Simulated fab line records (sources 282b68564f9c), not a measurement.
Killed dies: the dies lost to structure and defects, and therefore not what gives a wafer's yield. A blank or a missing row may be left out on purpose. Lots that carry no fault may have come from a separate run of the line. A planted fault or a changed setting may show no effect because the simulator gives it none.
Struck lot and sound lot, side by side / flow rit-cmos / 27 out of 202 route steps
Sound: these wafers, L377.1, L377.2, L377.3. Wafers L385.3, L385.4, L385.5 were the ones struck. The cause is named last.
Per side, at each step with rows, come the tool, then ch with its chambers, and then its first start. Under that, the readings that differ: sound wafers / struck wafers / difference of the means / sigmas: that difference in standard deviations of wafers without a fault.
alike: words and numbers the same on both sides, and readings whose means are apart by under 2 such deviations; not compared: readings that were withheld, readings missing a value for some wafer, numbers with overlapping values and no deviation given by the record, and bounds like >300 which may hide the same value.
Wherever a step has rows on one side only, a row that says differs or no value, or a row with sigmas, the two part there. Numbers that have no deviation but don't overlap get no sigmas and don't part them. Lack of a reading on every wafer of one side parts them only where that side has two or more wafers.

first, 4 steps without rows for these wafers: RIT_CONTACT_SOFTBAKE_04 (time 60 s); RIT_CONTACT_EXPOSE_05 (exposes mask M11, target cd 1000 nm); RIT_CONTACT_PEB_06; RIT_CONTACT_DEVELOP_07 (develop time 120 s).
RIT_CONTACT_CD_MEAS_08: target cd 1000 nm.
  sound on cd-sem-01 at day 4 13:11; struck on cd-sem-01 at day 5 21:06
  alike: cd-nm
RIT_CONTACT_OVL_MEAS_09:
  sound on overlay-02 at day 4 13:18; struck on overlay-02 at day 5 21:11
reading=CONTACT_OVL (nm); sound=3.5 2.2 3.8; struck=1.3 0.7 0.6; difference=-2.3; sigmas=-2
then, 1 step without rows for these wafers: RIT_CONTACT_HARDBAKE_10 (time 60 s).
RIT_CONTACT_ETCH_11: etches SiO2 in CHF3/CF4/Ar, stops on TiSi2, target depth 480 nm, time 320 s.
  sound on rie-diel-03 ch 1,2,3, day 4 13:29; struck on rie-diel-04 ch 1,2,3, day 5 21:22
  alike: drypump-motor-current-A, oes-product-au, throttle-valve-pct
  not compared: rf-hours-counter-h
RIT_CONTACT_STRIP_12: strips in O2, time 180 s.
  sound on plasma-asher-04 ch 0,1, day 4 13:41; struck on plasma-asher-04 ch 0,1, day 5 21:37
  alike: drypump-motor-current-A
  not compared: rf-hours-counter-h
RIT_CONTACT_CD_MEAS_90: target cd 1000 nm.
  sound on cd-sem-02 at day 4 13:51; struck on cd-sem-02 at day 5 21:47
  alike: cd-nm
then, 2 steps without rows for these wafers: RIT_CONTACT_CLEAN_13 (cleans in SC1, time 600 s); RIT_CONTACT_CLEAN_14 (cleans in SC2, time 600 s).
RIT_M1_SPUTTER_00: material Al, target thk 400 nm, time 500 s.
  sound on pvd-sputter-03 at day 4 14:23; struck on pvd-sputter-02 at day 5 22:16
  no value came back on the struck wafers for cathode-dc-power-W (W), chamber-pressure-pa (Pa), throttle-valve-pct (%); on the sound wafers cathode-dc-power-W (W) reads 2000.0 1999.7 1999.9
RIT_M1_RS_MEAS_01: measures by four-point-probe.
  sound on film-metro-04 at day 4 14:41; struck on film-metro-02 at day 5 22:35
reading=M1_AL_RS (ohm/sq); sound=0.0738 0.0740 0.0738; struck=- - -; difference=no value on the struck wafers; sigmas=
RIT_M1_THK_MEAS_02: measures by xrf.
  sound on film-metro-04 at day 4 14:48; struck on film-metro-02 at day 5 22:41
reading=M1_AL_THK (nm); sound=397 395 394; struck=<0 <0 <0; difference=differs; sigmas=
then, 6 steps without rows for these wafers: RIT_M1_HMDS_03 (prime time 60 s); RIT_M1_COAT_04 (resist thk 1300 nm); RIT_M1_SOFTBAKE_05 (time 60 s); RIT_M1_EXPOSE_06 (exposes mask M12, target cd 2600 nm); RIT_M1_PEB_07; RIT_M1_DEVELOP_08 (develop time 68 s).
RIT_M1_CD_MEAS_09: target cd 2600 nm.
  sound on cd-sem-01 at day 4 15:44; struck on cd-sem-02 at day 5 23:47
  alike: cd-nm
RIT_M1_OVL_MEAS_10:
  sound on overlay-02 at day 4 15:52; struck on overlay-02 at day 5 23:52
  alike: M1_OVL
then, 1 step without rows for these wafers: RIT_M1_HARDBAKE_11 (time 120 s).
RIT_M1_METAL_ETCH_12: etches Al in Cl2/BCl3, stops on SiO2, time 165 s, target depth 600 nm.
  sound on rie-metal-02 ch 0,1, day 4 16:09; struck on rie-metal-03 ch 0,1, day 6 00:12
reading=oes-product-au (a.u.); sound=0.755 0.784 0.774; struck=0.333 0.328 0.333; difference=-0.440; sigmas=-31
  alike: drypump-motor-current-A, throttle-valve-pct
  not compared: rf-hours-counter-h
then, 1 step without rows for these wafers: RIT_M1_STRIP_13 (strips in nmp, time 600 s).
RIT_M1_PROBE_99:
  sound on prober-01 at day 4 18:32; struck on prober-02 at day 6 02:31
reading=defect-limited-yield (%); sound=95.8 96.2 97.3; struck=0 0 0; difference=-96; sigmas=-80
reading=killed_at_M0_to_M3; sound=0 0 0; struck=262 263 263; difference=+263; sigmas=+99 or more
reading=killed-at-front-end; sound=11 10 7; struck=2 1 1; difference=-8; sigmas=-3
reading=killed-dies; sound=11 10 7; struck=264 264 264; difference=+255; sigmas=+80
reading=killed-on-rim; sound=2 2 2; struck=70 70 70; difference=+68; sigmas=+42
reading=killed-short; sound=5 7 6; struck=0 1 1; difference=-5; sigmas=-3
reading=sort_bin_3_pad_short (%); sound=0.8 0.4 0; struck=22.0 25.0 27.7; difference=+24.5; sigmas=+99 or more
reading=sort_bin_5_function (%); sound=1.5 1.5 2.3; struck=74.6 72.3 69.7; difference=+70.4; sigmas=+82
reading=sort_bin_6_memory (%); sound=1.9 1.9 0.4; struck=3.4 2.7 2.7; difference=+1.5; sigmas=+2
reading=sort-n-pass; sound=253 254 257; struck=0 0 0; difference=-255; sigmas=-80
reading=sort-yield-pct (%); sound=95.8 96.2 97.3; struck=0 0 0; difference=-96; sigmas=-80
  alike: killed-open

## WHERE THEY PART
Last at RIT_M1_PROBE_99 as far as this record goes, first at RIT_CONTACT_OVL_MEAS_09.

WHY: the cause the simulator had injected
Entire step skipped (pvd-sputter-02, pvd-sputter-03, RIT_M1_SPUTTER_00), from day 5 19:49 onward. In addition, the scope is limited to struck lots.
